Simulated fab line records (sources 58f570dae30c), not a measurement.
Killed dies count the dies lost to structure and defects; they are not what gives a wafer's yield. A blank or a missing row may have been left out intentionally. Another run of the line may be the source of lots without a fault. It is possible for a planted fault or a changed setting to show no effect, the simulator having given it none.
The tool behind it: which one? / flow berkeleyCmos170 / 21 wafers sampled from 7 lots at 1 step of a route of 331

== WHAT EACH GAUGE READ, for each wafer ==
UCB170_PSD_TW_MEAS_10.
lot=L337; measured=day 6 11:30; on=filmMetro-02; PSD_TW=2360 2353 2361
lot=L340; measured=day 6 22:39; on=filmMetro-03; PSD_TW=2325 2320 2319
lot=L341; measured=day 7 04:19; on=filmMetro-01; PSD_TW=2323 2302 2308
lot=L345; measured=day 8 03:55; on=filmMetro-02; PSD_TW=2362 2361 2366
lot=L348; measured=day 8 12:11; on=filmMetro-03; PSD_TW=2345 2327 2315
lot=L350; measured=day 9 01:26; on=filmMetro-01; PSD_TW=2320 2321 2308
lot=L352; measured=day 9 22:59; on=filmMetro-02; PSD_TW=2358 2357 2358

== WHAT TOOL EACH LOT RAN ON (gives the tool, then ch and the chambers of the sampled wafers, and finally the start) ==
The record shows no process step preceding these readings.

== THE ANSWER, worked out from the rows above alone ==
Rule: the usual values come from the lots themselves. The widest of any qualifying gaps counts: lots, ordered by their means at a reading, are off when they make up no more than a third of the lots, leave a main group of 4 or more, and stand apart from it by 3 or more times the standard deviation of that group's means. If all means in a main group match to the digits the tables above print for the reading, that group is not used. Also off: a lot with no number at a reading for which 4 or more lots have one. All remaining lots with rows at the step are treated as sound.
Across all readings shown, no lot is off: no conclusion can be drawn from this.

== WHAT HAD BEEN PUT IN BY THE SIMULATOR ==
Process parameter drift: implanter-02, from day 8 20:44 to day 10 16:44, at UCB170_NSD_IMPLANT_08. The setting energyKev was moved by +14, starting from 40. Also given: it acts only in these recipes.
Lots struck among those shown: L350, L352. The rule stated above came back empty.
